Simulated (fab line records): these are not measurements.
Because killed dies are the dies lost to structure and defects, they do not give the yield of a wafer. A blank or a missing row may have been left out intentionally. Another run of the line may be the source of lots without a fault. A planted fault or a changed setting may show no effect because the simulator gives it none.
Code-filled problem report in 8D (eight disciplines) form    flow ritCmos    the parts of the form that need people (team, actions taken, sign-off) are left out

## 1. WHAT IS WRONG
Across 9 wafers from 3 lots, PSD_TW at RIT_PSD_TW_MEAS_10 averages 3221, while fault-free wafers read 3436 with a standard deviation of 26. Measured from the usual mean, that is -8.3 standard deviations.
Earliest sighting: wafer L472.2 on filmMetro-04 at day 5 12:38. The record has a number at this step for 45 wafers belonging to 15 lots. The rule behind "out" and "out of limits": a value lying over 4 standard deviations away from the usual mean. Any other wafer with a number is counted as sound.

## 2. WHAT IT IS, AND WHAT IT ISN'T
question                     is                          is not
which readings at this step  PSD_TW                      -
which lots                   L472, L474, L476            L461, L462, L463, L464, L465, L466, L469, L471, L477, L478, L483, L484
which wafers of those lots   all that have a number      -
read on which gauges         filmMetro-03, filmMetro-04  filmMetro-01
when                         from day 5 12:38            up to then (24 sound wafers); but 12 sound wafers of L477, L478, L483, L484 came after

## 3. THE SUSPECTS, EACH WITH WHAT RULES IT OUT
Counting: a tool at a process step up to the reading stays a suspect if it ran every lot that is out and no sound lot after the first of them.
- the gauge at RIT_PSD_TW_MEAS_10 has been ruled out. 2 gauges (filmMetro-03, filmMetro-04) read the wafers that are out.
- implanter-02 at RIT_PSD_IMPLANT_08: kept. It processed each lot that is out, first L472 at day 5 12:20, and no sound lot thereafter; up to then, the last sound lot it processed was L469 at day 4 21:10. On those wafers its own readings are out: doseIonsCm2.
Left after counting: implanter-02 at RIT_PSD_IMPLANT_08.

## 4. THE CAUSE (what the simulator had put in)
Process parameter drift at RIT_PSD_IMPLANT_08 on implanter-02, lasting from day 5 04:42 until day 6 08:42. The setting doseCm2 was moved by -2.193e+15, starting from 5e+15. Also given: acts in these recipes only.
Counting left only this tool.

## 5. SEQUENCE OF EFFECTS, ordered by route
Each row: a reading where the mean over the struck wafers with a number is more than 3 standard deviations away from the usual. Scope: only readings with a usual standard deviation given in the record; hours: median across lots of the time from each lot's start at the first step in this table that gives one to its start at this step; sigmas: change in usual standard deviations.
hours  step                     reading           usual         on struck wafers  change      sigmas
0      RIT_PSD_IMPLANT_08       beamOnS           12.9 s        10.0              -2.9        -3.2
0      RIT_PSD_IMPLANT_08       doseIonsCm2       4.999e+15     2.809e+15         -2.190e+15  -99 or more
0      RIT_PSD_IMPLANT_08       faradayCurrentUA  11972         8677              -3295       -4.0
0      RIT_PSD_TW_MEAS_10       PSD_TW            3436          3221              -215        -8.3
6      RIT_SDANNEAL_RS_MEAS_04  PSD_RS            115.3 ohm/sq  122.7             +7.4        +20
The process steps in it:
- RIT_PSD_IMPLANT_08

## 6. HOW IT WOULD HAVE BEEN CAUGHT EARLIER
In this record the first reading out of limits at a measuring or inspecting step was taken at day 5 12:38, 8 hours after the fault began at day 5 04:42.
At RIT_PSD_IMPLANT_08, the tool's own readings (doseIonsCm2) were out on each struck wafer the step has a row for, so an alarm limit on them would have fired on the first such wafer.
Lots out: 3; of these, L474, L476 started RIT_PSD_IMPLANT_08 on implanter-02 after day 5 12:38. A hold on the tool at that time would have spared those 2.
